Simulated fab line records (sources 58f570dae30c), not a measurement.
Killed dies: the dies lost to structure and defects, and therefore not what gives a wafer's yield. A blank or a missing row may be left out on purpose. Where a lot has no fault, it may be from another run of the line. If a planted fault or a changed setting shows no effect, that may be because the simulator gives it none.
fab line records | flow berkeleyCmos170
[record] lots = 14 | wafers = 42 | lastDay = 13
route steps=331 shown ZERO@12 PWELL@40 PVT@124 PSD@184
lots that met no fault: taken from a fault-free run of the same line
startH: hours from the record's first day to the start of the lot's first wafer shown | waitH: how many hours have passed since the lot's step before this one | " the same as in the row above | L1.1+2: a row that stands for several wafers | - no value present, or no start provided | * or withheld: withheld | < > ~ a bound
route shown NAME@n: NAME is a module with steps in the file, n the number in the route of the first one | usual: the fault-free wafers' mean and standard deviation | same: alike in all rows | chamber/n: place in a boat | sites: per-site readings | _std_site: standard deviation across them | _edge_site: outer sites' mean less inner sites' | radiusMm: how far each site lies from the wafer's centre | mask NAME#n: copy n | behind: the most recent tool/chamber to have shaped the wafer | hold: what put the lot on hold/how long, in hours/how the hold closed | device: the transistor (n, p or np) that didn't switch | end of line: at the end of the route, the tests of the same wafers | a step given without rows: its recipe and nothing more | killed: not the wafer's yield, but the dies lost to structure and defects at the first sort | map: the dies of a wafer, with x for killed, . for not killed, _ for no die there
set.NAME: setting as actually run; set.NAME@STEP: the setting as run at that earlier step | model.NAME: the simulator's own value behind a step, which no gauge read
the route's steps for a sample of lots (tables are steps, rows are wafers)
services: when a tool's chamber went out of use (startH, in hours from the record's first day, below 0 if earlier), for how many hours, and the reason
[[steps]]
[step UCB170_ZERO_ETCH_06]
[recipe] chemistry = CHF3/CF4/Ar | target = SiO2 | timeS = 12 | pressureMtorr = 100 | rfW = 500 | CHF3_flow_sccm = 50 | cf4FlowSccm = 10 | Ar_flow_sccm = 120 | overEtchFrac = 1.58
[usual] cf4FlowSccm = 9.991/0.029 | drypumpMotorCurrentA = 5.9/0.42 | oesProductAu = 0.619/0.0091 | overEtchFrac = 1.58/0 | throttleValvePct = 9.24/0.11
[same] timeS = 12
lot.wafer | tool       | chamber | startH | waitH | cf4FlowSccm | drypumpMotorCurrentA | oesProductAu | overEtchFrac | rfHoursCounterH | throttleValvePct
L123.3    | rieDiel-01 | 0       | 18.44  | -     | 10.044      | 6.7                  | 0.613        | 1.58         | 146             | 9.22
L123.5    | "          | 3       | "      | "     | 9.977       | 5.4                  | 0.632        | 1.58         | -               | 9.20
L123.6    | "          | 0       | "      | "     | 10.025      | 6.7                  | 0.612        | 1.58         | -               | 9.22
L125.1    | rieDiel-01 | 1       | 32.41  | -     | 9.935       | 6.2                  | 0.622        | 1.58         | 46              | 9.06
L125.4    | "          | 2       | "      | "     | 9.985       | 5.8                  | 0.609        | 1.58         | 54              | 9.33
L125.6    | "          | 2       | "      | "     | 9.998       | 5.8                  | 0.620        | 1.58         | -               | 9.35
L126.3    | rieDiel-03 | 2       | 35.42  | -     | 9.957       | 5.7                  | 0.602        | 1.58         | 128             | 9.33
L126.4    | "          | 3       | "      | "     | 9.986       | 5.4                  | 0.614        | 1.58         | 8               | 9.20
L126.5    | "          | 1       | "      | "     | 9.969       | 5.8                  | 0.641        | 1.58         | -               | 9.34
L127.1    | rieDiel-04 | 1       | 42.46  | -     | 9.971       | 6.0                  | 0.617        | 1.58         | 44              | 9.17
L127.3    | "          | 0       | "      | "     | 10.021      | 5.7                  | 0.605        | 1.58         | 6               | 9.20
L127.5    | "          | 1       | "      | "     | 9.982       | 6.0                  | 0.619        | 1.58         | -               | 9.19
L128.1    | rieDiel-03 | 0       | 48.35  | -     | 9.938       | 5.7                  | 0.618        | 1.58         | 46              | 9.19
L128.2    | "          | 3       | "      | "     | 9.930       | 5.3                  | 0.619        | 1.58         | 8               | 9.19
L128.4    | "          | 1       | "      | "     | 9.997       | 5.7                  | 0.629        | 1.58         | 103             | 9.32
L129.1    | rieDiel-03 | 3       | 52.24  | -     | 10.043      | 5.4                  | 0.619        | 1.58         | 9               | 9.18
L129.4    | "          | 3       | "      | "     | 10.046      | 5.4                  | 0.614        | 1.58         | -               | 9.20
L129.5    | "          | 1       | "      | "     | 9.988       | 5.7                  | 0.637        | 1.58         | -               | 9.32
L130.1    | rieDiel-03 | 3       | 59.36  | -     | 9.998       | 5.4                  | 0.618        | 1.58         | 9               | 9.21
L130.5    | "          | 0       | "      | "     | 10.017      | 5.7                  | 0.620        | 1.58         | -               | 9.19
L130.6    | "          | 1       | "      | "     | 9.945       | 5.7                  | 0.637        | 1.58         | -               | 9.34
L131.1    | rieDiel-03 | 0       | 65.10  | -     | 9.994       | 5.7                  | 0.609        | 1.58         | 47              | 9.20
L131.3    | "          | 2       | "      | "     | 10.014      | 5.6                  | 0.595        | 1.58         | 129             | 9.32
L131.4    | "          | 3       | "      | "     | 9.964       | 5.4                  | 0.613        | 1.58         | 9               | 9.20
L134.2    | rieDiel-01 | 0       | 75.75  | -     | 9.982       | 6.7                  | 0.616        | 1.58         | 149             | 9.22
L134.3    | "          | 2       | "      | "     | 10.010      | 5.8                  | 0.619        | 1.58         | 55              | 9.34
L134.6    | "          | 1       | "      | "     | 10.006      | 6.3                  | 0.610        | 1.58         | -               | 9.09
L135.4    | rieDiel-01 | 2       | 78.62  | -     | 9.980       | 5.8                  | 0.612        | 1.58         | -               | 9.32
L135.5    | "          | 1       | "      | "     | 9.989       | 6.2                  | 0.614        | 1.58         | -               | 9.10
L135.6    | "          | 0       | "      | "     | 10.012      | 6.7                  | 0.614        | 1.58         | -               | 9.20
L137.1    | rieDiel-01 | 0       | 92.61  | -     | 9.994       | 6.6                  | 0.563        | 2.2892       | 150             | 9.21
L137.5    | "          | 1       | "      | "     | 10.006      | 6.3                  | 0.568        | 2.2892       | -               | 9.06
L137.6    | "          | 0       | "      | "     | 10.011      | 6.6                  | 0.562        | 2.2892       | -               | 9.21
L139.2    | rieDiel-01 | 2       | 104.28 | -     | 9.968       | 5.8                  | 0.567        | 2.2892       | 57              | 9.33
L139.3    | "          | 1       | "      | "     | 9.961       | 6.2                  | 0.565        | 2.2892       | 49              | 9.06
L139.4    | "          | 3       | "      | "     | 9.952       | 5.4                  | 0.562        | 2.2892       | 26              | 9.20
L145.1    | rieDiel-04 | 1       | 129.82 | -     | 9.959       | 6.0                  | 0.616        | 1.58         | 48              | 9.18
L145.3    | "          | 0       | "      | "     | 9.990       | 5.7                  | 0.615        | 1.58         | 10              | 9.19
L145.4    | "          | 2       | "      | "     | 9.984       | 6.4                  | 0.621        | 1.58         | 29              | 9.21
L146.4    | rieDiel-04 | 0       | 139.55 | -     | 10.039      | 5.7                  | 0.618        | 1.58         | 10              | 9.20
L146.5    | "          | 1       | "      | "     | 9.985       | 6.0                  | 0.619        | 1.58         | -               | 9.18
L146.6    | "          | 2       | "      | "     | 9.980       | 6.4                  | 0.631        | 1.58         | -               | 9.25
[step UCB170_PWELL_THK_MEAS_06]
[recipe] reads = Si3N4_of_PWELL_CVD_05
[usual] PWELL_NITRIDE_THK = 219.6/2.3
lot.wafer | tool         | chamber | startH | waitH | PWELL_NITRIDE_THK[nm]
L123.3    | filmMetro-01 | -       | 52.00  | 0.0   | 216.2
L123.5    | "            | -       | "      | "     | 218.0
L123.6    | "            | -       | "      | "     | 217.7
L125.1    | filmMetro-02 | -       | 69.72  | 0.0   | 219.7
L125.4    | "            | -       | "      | "     | 219.8
L125.6    | "            | -       | "      | "     | 219.5
L126.3    | filmMetro-04 | -       | 69.74  | 0.0   | 217.5
L126.4    | "            | -       | "      | "     | 219.0
L126.5    | "            | -       | "      | "     | 217.7
L127.1    | filmMetro-02 | -       | 77.50  | 0.0   | 217.5
L127.3    | "            | -       | "      | "     | 217.3
L127.5    | "            | -       | "      | "     | 217.7
L128.1    | filmMetro-01 | -       | 81.97  | 0.0   | 224.3
L128.2    | "            | -       | "      | "     | 225.4
L128.4    | "            | -       | "      | "     | 224.7
L129.1    | filmMetro-04 | -       | 81.97  | 0.0   | 219.7
L129.4    | "            | -       | "      | "     | 219.3
L129.5    | "            | -       | "      | "     | 221.1
L130.1    | filmMetro-01 | -       | 96.86  | 0.0   | 223.7
L130.5    | "            | -       | "      | "     | 222.7
L130.6    | "            | -       | "      | "     | 223.4
L131.1    | filmMetro-04 | -       | 96.92  | 0.1   | 218.4
L131.3    | "            | -       | "      | "     | 218.9
L131.4    | "            | -       | "      | "     | 218.9
L134.2    | filmMetro-01 | -       | 106.28 | 0.0   | 218.5
L134.3    | "            | -       | "      | "     | 218.2
L134.6    | "            | -       | "      | "     | 218.0
L135.4    | filmMetro-04 | -       | 113.91 | 0.0   | 216.0
L135.5    | "            | -       | "      | "     | 215.8
L135.6    | "            | -       | "      | "     | 216.7
L137.1    | filmMetro-04 | -       | 124.30 | 0.0   | 220.0
L137.5    | "            | -       | "      | "     | 220.0
L137.6    | "            | -       | "      | "     | 221.4
L139.2    | filmMetro-01 | -       | 137.62 | 0.0   | 217.5
L139.3    | "            | -       | "      | "     | 218.4
L139.4    | "            | -       | "      | "     | 217.3
L145.1    | filmMetro-04 | -       | 165.44 | 0.0   | 218.9
L145.3    | "            | -       | "      | "     | 222.2
L145.4    | "            | -       | "      | "     | 219.8
L146.4    | filmMetro-01 | -       | 175.90 | 0.0   | 221.6
L146.5    | "            | -       | "      | "     | 221.3
L146.6    | "            | -       | "      | "     | 223.8
[step UCB170_PVT_TW_MEAS_09]
[usual] PVT_TW = 506/6
lot.wafer | tool         | chamber | startH | waitH | PVT_TW
L123.3    | filmMetro-04 | -       | 132.65 | 0.1   | 495
L123.5    | "            | -       | "      | "     | 498
L123.6    | "            | -       | "      | "     | 498
L126.3    | filmMetro-01 | -       | 143.22 | 0.1   | 504
L126.4    | "            | -       | "      | "     | 505
L126.5    | "            | -       | "      | "     | 504
L125.1    | filmMetro-01 | -       | 143.75 | 0.1   | 505
L125.4    | "            | -       | "      | "     | 509
L125.6    | "            | -       | "      | "     | 508
L129.1    | filmMetro-04 | -       | 158.86 | 0.1   | 499
L129.4    | "            | -       | "      | "     | 496
L129.5    | "            | -       | "      | "     | 501
L127.1    | filmMetro-01 | -       | 158.97 | 0.1   | 502
L127.3    | "            | -       | "      | "     | 506
L127.5    | "            | -       | "      | "     | 504
L128.1    | filmMetro-01 | -       | 159.80 | 0.1   | 505
L128.2    | "            | -       | "      | "     | 507
L128.4    | "            | -       | "      | "     | 505
L130.1    | filmMetro-02 | -       | 180.10 | 0.1   | 511
L130.5    | "            | -       | "      | "     | 514
L130.6    | "            | -       | "      | "     | 514
L131.1    | filmMetro-01 | -       | 180.27 | 0.1   | 511
L131.3    | "            | -       | "      | "     | 510
L131.4    | "            | -       | "      | "     | 510
L134.2    | filmMetro-04 | -       | 185.89 | 0.1   | 500
L134.3    | "            | -       | "      | "     | 503
L134.6    | "            | -       | "      | "     | 502
L135.4    | filmMetro-02 | -       | 192.35 | 0.1   | 511
L135.5    | "            | -       | "      | "     | 510
L135.6    | "            | -       | "      | "     | 509
L137.1    | filmMetro-04 | -       | 205.68 | 0.1   | 501
L137.5    | "            | -       | "      | "     | 500
L137.6    | "            | -       | "      | "     | 500
L139.2    | filmMetro-04 | -       | 221.21 | 0.1   | 500
L139.3    | "            | -       | "      | "     | 498
L139.4    | "            | -       | "      | "     | 497
L145.1    | filmMetro-04 | -       | 248.10 | 0.1   | 500
L145.3    | "            | -       | "      | "     | 498
L145.4    | "            | -       | "      | "     | 496
L146.4    | filmMetro-02 | -       | 255.67 | 0.1   | 513
L146.5    | "            | -       | "      | "     | 511
L146.6    | "            | -       | "      | "     | 512
[step UCB170_PSD_STRIP_09]
[recipe] chemistry = O2 | powerW = 400 | pressureMtorr = 3500 | platenTempC = withheld | o2FlowSccm = 400 | overashFraction = 0.5
[usual] drypumpMotorCurrentA = 5.76/0.18 | oesProductAu = 0.601/0.0045 | stripTimeToEndpointS = 29.42/0.065
lot.wafer | tool           | chamber | startH | waitH | drypumpMotorCurrentA | oesProductAu | rfHoursCounterH | stripTimeToEndpointS
L123.3    | plasmaAsher-04 | 1       | 159.42 | 0.1   | 5.84                 | 0.599        | -               | 29.48
L123.5    | "              | 1       | "      | "     | 5.83                 | 0.604        | -               | 29.42
L123.6    | "              | 0       | "      | "     | 5.21                 | 0.602        | -               | 29.45
L125.1    | plasmaAsher-03 | 1       | 174.28 | 0.1   | 5.81                 | 0.599        | 6               | 29.39
L125.4    | "              | 1       | "      | "     | 5.84                 | 0.591        | -               | 29.42
L125.6    | "              | 1       | "      | "     | 5.81                 | 0.608        | -               | 29.34
L126.3    | plasmaAsher-01 | 1       | 174.56 | 0.1   | 5.89                 | 0.605        | -               | 29.51
L126.4    | "              | 0       | "      | "     | 5.87                 | 0.594        | -               | 29.46
L126.5    | "              | 0       | "      | "     | 5.90                 | 0.598        | -               | 29.59
L128.1    | plasmaAsher-03 | 1       | 185.45 | 0.1   | 5.83                 | 0.601        | 7               | 29.54
L128.2    | "              | 0       | "      | "     | 5.70                 | 0.605        | 7               | 29.55
L128.4    | "              | 1       | "      | "     | 5.82                 | 0.598        | -               | 29.45
L127.1    | plasmaAsher-01 | 0       | 185.55 | 0.1   | 5.88                 | 0.600        | 47              | 29.36
L127.3    | "              | 0       | "      | "     | 5.87                 | 0.604        | -               | 29.44
L127.5    | "              | 1       | "      | "     | 5.90                 | 0.609        | -               | 29.45
L129.1    | plasmaAsher-03 | 0       | 185.73 | 0.1   | 5.69                 | 0.603        | 7               | 29.39
L129.4    | "              | 1       | "      | "     | 5.81                 | 0.600        | -               | 29.40
L129.5    | "              | 0       | "      | "     | 5.71                 | 0.595        | -               | 29.38
L131.1    | plasmaAsher-01 | 1       | 208.89 | 0.1   | 5.89                 | 0.601        | 50              | 29.50
L131.3    | "              | 1       | "      | "     | 5.91                 | 0.603        | -               | 29.43
L131.4    | "              | 0       | "      | "     | 5.89                 | 0.601        | -               | 29.53
L130.1    | plasmaAsher-01 | 0       | 209.38 | 0.1   | 5.92                 | 0.602        | 50              | 29.35
L130.5    | "              | 0       | "      | "     | 5.90                 | 0.602        | -               | 29.45
L130.6    | "              | 1       | "      | "     | 5.92                 | 0.602        | -               | 29.42
L134.2    | plasmaAsher-03 | 1       | 216.89 | 0.1   | 5.81                 | 0.604        | 10              | 29.38
L134.3    | "              | 1       | "      | "     | 5.83                 | 0.595        | -               | 29.34
L134.6    | "              | 1       | "      | "     | 5.79                 | 0.608        | -               | 29.47
L135.4    | plasmaAsher-03 | 1       | 217.45 | 0.1   | 5.80                 | 0.595        | -               | 29.44
L135.5    | "              | 1       | "      | "     | 5.80                 | 0.612        | -               | 29.47
L135.6    | "              | 0       | "      | "     | 5.67                 | 0.597        | -               | 29.30
L137.1    | plasmaAsher-03 | 0       | 233.15 | 0.1   | 5.70                 | 0.597        | 12              | 29.35
L137.5    | "              | 1       | "      | "     | 5.78                 | 0.596        | -               | 29.40
L137.6    | "              | 0       | "      | "     | 5.67                 | 0.596        | -               | 29.39
L139.2    | plasmaAsher-03 | 0       | 250.28 | 0.1   | 5.69                 | 0.596        | 14              | 29.42
L139.3    | "              | 1       | "      | "     | 5.79                 | 0.603        | -               | 29.46
L139.4    | "              | 0       | "      | "     | 5.70                 | 0.599        | -               | 29.45
L145.1    | plasmaAsher-03 | 1       | 273.70 | 0.1   | 5.81                 | 0.602        | 17              | 29.24
L145.3    | "              | 1       | "      | "     | 5.81                 | 0.602        | -               | 29.35
L145.4    | "              | 0       | "      | "     | 5.70                 | 0.602        | -               | 29.38
L146.4    | plasmaAsher-01 | 1       | 284.03 | 0.1   | 5.88                 | 0.598        | -               | 29.38
L146.5    | "              | 0       | "      | "     | 5.88                 | 0.602        | -               | 29.38
L146.6    | "              | 1       | "      | "     | 5.89                 | 0.599        | -               | 29.36
[[services]]
tool           | chamber | startH | hours | kind
rieDiel-03     | 3       | 7.49   | 1.4   | repair
rieDiel-04     | 2       | 41.42  | 4.2   | repair
rieDiel-03     | 2       | 48.80  | 6.8   | repair
plasmaAsher-04 | -       | 63.51  | 5.4   | repair
rieDiel-01     | 2       | 64.88  | 9.0   | repair
rieDiel-01     | 3       | 70.06  | 10.1  | repair
plasmaAsher-03 | -       | 77.60  | 2.9   | repair
plasmaAsher-03 | -       | 101.20 | 0.9   | repair
rieDiel-01     | 2       | 107.55 | 6.5   | repair
plasmaAsher-03 | -       | 108.75 | 9.0   | pm
rieDiel-03     | -       | 114.52 | 2.8   | pm
rieDiel-01     | 1       | 145.53 | 2.3   | repair
rieDiel-01     | -       | 146.37 | 2.8   | pm
plasmaAsher-01 | -       | 158.69 | 1.4   | repair
rieDiel-03     | -       | 176.46 | 0.5   | repair
rieDiel-04     | 2       | 206.53 | 3.4   | repair
plasmaAsher-03 | -       | 208.77 | 6.9   | repair
rieDiel-04     | 0       | 210.94 | 25.6  | repair
rieDiel-01     | 1       | 212.68 | 2.6   | repair
plasmaAsher-01 | -       | 218.85 | 1.7   | repair
rieDiel-01     | 1       | 224.83 | 2.5   | repair
rieDiel-03     | 2       | 267.37 | 12.4  | repair
rieDiel-04     | 1       | 280.39 | 5.5   | repair
rieDiel-01     | -       | 281.10 | 0.1   | repair
[[key]]
[firstSign] step = UCB170_ZERO_ETCH_06 | reading = overEtchFrac | direction = up | sigmas = 99+ | usual = 1.58 | struck = 2.2892
[effect] step = UCB170_ZERO_ETCH_06 | reading = oesProductAu | direction = down | sigmas = 6 | usual = 0.619 | struck = 0.565
metAt UCB170_ZERO_ETCH_06
struckLots L137,L139
testerLeftOut L137,L139
notActingAt UCB170_PWELL_THK_MEAS_06,UCB170_PVT_TW_MEAS_09,UCB170_PSD_STRIP_09
onsetBetween 78.62 92.61
[fault] kind = processParameterDrift | tool = rieDiel-01 | chamber = - | onsetH = 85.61 | steps = UCB170_ZERO_ETCH_06 | channel = overEtchFrac | offset = 0.70916 | shape = step | endH = 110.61 | actsIn = theseRecipesOnly | stated = 1.58
// testerLeftOut: of these lots the tester's yield and bins aren't shown, on N5 and GAA mostly nor the transistor test; their killed dies are dies lost to structure and defects alone, not to doping, threshold or leakage, so they don't give the yield
